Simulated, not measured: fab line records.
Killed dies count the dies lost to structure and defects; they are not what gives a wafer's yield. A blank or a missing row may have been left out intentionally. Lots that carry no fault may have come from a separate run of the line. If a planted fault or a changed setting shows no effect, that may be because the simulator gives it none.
Split-lot trial :: flow rit_cmos :: 5 lots, 23 wafers read, on a route of 202 steps

## ABOUT THE SPLIT
At RIT_PWELL_COAT_01 (resist thk 1300 nm), the setting resist_thk_nm was moved away from the recipe's 1300 nm on 8 of the 23 wafers read, by -2.0% to +5.0%. This setting was run at the recipe's value on the other wafers.

## FROM THE SPLIT TO THE READING: what the file shows between them, 3 steps
- RIT_PWELL_SOFTBAKE_02: time 60 s
- RIT_PWELL_EXPOSE_03: exposes mask M3, target cd 43700 nm
- RIT_PWELL_DEVELOP_05: develop time 68 s

## THE READING
NOVOLAK_of_PWELL_COAT_01.thk_nm (the simulator's own value, which no gauge read), in nm, at RIT_PWELL_HARDBAKE_07 (time 120 s). No usual value for it is given in the file. Here, 15 wafers ran the recipe; their average is 1139 nm with a standard deviation of 3.2 nm.

wafer: L076.1
tool, chamber at the split: litho_track-03, 0
resist_thk_nm as run, nm: 1300
against the recipe: recipe
NOVOLAK_of_PWELL_COAT_01.thk_nm, nm: 1138
against lot-mates on the recipe: -

wafer: L076.2
tool, chamber at the split: litho_track-03, 0
resist_thk_nm as run, nm: 1300
against the recipe: recipe
NOVOLAK_of_PWELL_COAT_01.thk_nm, nm: 1138
against lot-mates on the recipe: -

wafer: L076.4
tool, chamber at the split: litho_track-03, 0
resist_thk_nm as run, nm: 1300
against the recipe: recipe
NOVOLAK_of_PWELL_COAT_01.thk_nm, nm: 1135
against lot-mates on the recipe: -

wafer: L076.5
tool, chamber at the split: litho_track-03, 0
resist_thk_nm as run, nm: 1365
against the recipe: +5.0%
NOVOLAK_of_PWELL_COAT_01.thk_nm, nm: 1196
against lot-mates on the recipe: +59

wafer: L076.6
tool, chamber at the split: litho_track-03, 0
resist_thk_nm as run, nm: 1365
against the recipe: +5.0%
NOVOLAK_of_PWELL_COAT_01.thk_nm, nm: 1196
against lot-mates on the recipe: +59

wafer: L077.1
tool, chamber at the split: litho_track-03, 0
resist_thk_nm as run, nm: 1300
against the recipe: recipe
NOVOLAK_of_PWELL_COAT_01.thk_nm, nm: 1140
against lot-mates on the recipe: -

wafer: L077.2
tool, chamber at the split: litho_track-03, 0
resist_thk_nm as run, nm: 1343
against the recipe: +3.3%
NOVOLAK_of_PWELL_COAT_01.thk_nm, nm: 1174
against lot-mates on the recipe: +36

wafer: L077.3
tool, chamber at the split: litho_track-03, 0
resist_thk_nm as run, nm: 1343
against the recipe: +3.3%
NOVOLAK_of_PWELL_COAT_01.thk_nm, nm: 1176
against lot-mates on the recipe: +38

wafer: L077.5
tool, chamber at the split: litho_track-03, 0
resist_thk_nm as run, nm: 1343
against the recipe: +3.3%
NOVOLAK_of_PWELL_COAT_01.thk_nm, nm: 1173
against lot-mates on the recipe: +35

wafer: L077.6
tool, chamber at the split: litho_track-03, 0
resist_thk_nm as run, nm: 1300
against the recipe: recipe
NOVOLAK_of_PWELL_COAT_01.thk_nm, nm: 1136
against lot-mates on the recipe: -

wafer: L078.2
tool, chamber at the split: litho_track-03, 0
resist_thk_nm as run, nm: 1300
against the recipe: recipe
NOVOLAK_of_PWELL_COAT_01.thk_nm, nm: 1140
against lot-mates on the recipe: -

wafer: L078.3
tool, chamber at the split: litho_track-03, 0
resist_thk_nm as run, nm: 1274
against the recipe: -2.0%
NOVOLAK_of_PWELL_COAT_01.thk_nm, nm: 1118
against lot-mates on the recipe: -20

wafer: L078.4
tool, chamber at the split: litho_track-03, 0
resist_thk_nm as run, nm: 1274
against the recipe: -2.0%
NOVOLAK_of_PWELL_COAT_01.thk_nm, nm: 1115
against lot-mates on the recipe: -23

wafer: L078.5
tool, chamber at the split: litho_track-03, 0
resist_thk_nm as run, nm: 1274
against the recipe: -2.0%
NOVOLAK_of_PWELL_COAT_01.thk_nm, nm: 1116
against lot-mates on the recipe: -22

wafer: L078.6
tool, chamber at the split: litho_track-03, 0
resist_thk_nm as run, nm: 1300
against the recipe: recipe
NOVOLAK_of_PWELL_COAT_01.thk_nm, nm: 1136
against lot-mates on the recipe: -

wafer: L080.2
tool, chamber at the split: litho_track-04, 0
resist_thk_nm as run, nm: 1300
against the recipe: recipe
NOVOLAK_of_PWELL_COAT_01.thk_nm, nm: 1137
against lot-mates on the recipe: -

wafer: L080.3
tool, chamber at the split: litho_track-04, 0
resist_thk_nm as run, nm: 1300
against the recipe: recipe
NOVOLAK_of_PWELL_COAT_01.thk_nm, nm: 1138
against lot-mates on the recipe: -

wafer: L080.5
tool, chamber at the split: litho_track-04, 0
resist_thk_nm as run, nm: 1300
against the recipe: recipe
NOVOLAK_of_PWELL_COAT_01.thk_nm, nm: 1136
against lot-mates on the recipe: -

wafer: L081.1
tool, chamber at the split: litho_track-03, 0
resist_thk_nm as run, nm: 1300
against the recipe: recipe
NOVOLAK_of_PWELL_COAT_01.thk_nm, nm: 1140
against lot-mates on the recipe: -

wafer: L081.4
tool, chamber at the split: litho_track-03, 0
resist_thk_nm as run, nm: 1300
against the recipe: recipe
NOVOLAK_of_PWELL_COAT_01.thk_nm, nm: 1140
against lot-mates on the recipe: -

wafer: L081.2
tool, chamber at the split: litho_track-03, 0
resist_thk_nm as run, nm: 1300
against the recipe: recipe
NOVOLAK_of_PWELL_COAT_01.thk_nm, nm: 1147
against lot-mates on the recipe: -

wafer: L081.3
tool, chamber at the split: litho_track-03, 0
resist_thk_nm as run, nm: 1300
against the recipe: recipe
NOVOLAK_of_PWELL_COAT_01.thk_nm, nm: 1144
against lot-mates on the recipe: -

wafer: L081.5
tool, chamber at the split: litho_track-03, 0
resist_thk_nm as run, nm: 1300
against the recipe: recipe
NOVOLAK_of_PWELL_COAT_01.thk_nm, nm: 1143
against lot-mates on the recipe: -

THE FIT
A straight line over all 23 wafers: NOVOLAK_of_PWELL_COAT_01.thk_nm changes by +11.1 nm for each +1% of resist_thk_nm; r = +0.99; the points scatter about the line by 2.9 nm.
The same after taking each lot's own level away (the mean of its wafers on the recipe; 23 wafers): +11.4 nm for each +1%; r = +1.00; scatter 2 nm.
On that fit, the largest move of resist_thk_nm shifts the reading by 57 nm.
The span of the lots' own levels, 1137.0 to 1142.8 nm, comes to 1.8 times the standard deviation stated above.
Consequently the slope shifts little with the lot-to-lot level, the two slopes agreeing.
Check: with one of the wafers moved furthest among these (+5.0%) left out of the fit, the line predicts +56.3 nm for it against its lot-mates. Against them it came out at +59 nm.

## THE OTHER SPLITS THESE WAFERS WENT THROUGH
Other splits were also applied to these wafers ahead of the reading. Each is held against what the fit with the lots' levels taken away leaves over:
other split on the same wafers: RIT_NWELL_COAT_01 resist_thk_nm
wafers away from the commonest value: 5
r with NOVOLAK_of_PWELL_COAT_01.thk_nm (lot level and that fit taken away): +0.16

## THE WHOLE CHAIN: every reading that the file lists as answering this split, in the file's order
step: RIT_PWELL_COAT_01
what it does: resist thk 1300 nm
reading: NOVOLAK_of_PWELL_COAT_01.thk_nm (the simulator's own value, which no gauge read)
change (the file's fit): +13.3 nm for each +1% of the setting
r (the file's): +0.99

step: RIT_PWELL_HARDBAKE_07
what it does: time 120 s
reading: NOVOLAK_of_PWELL_COAT_01.thk_nm (the simulator's own value, which no gauge read)
change (the file's fit): +11.5 nm for each +1% of the setting
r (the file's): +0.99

## THE FILE'S OWN FIT
NOVOLAK_of_PWELL_COAT_01.thk_nm changes by +11.5 nm for each +1% of resist_thk_nm, r = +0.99.
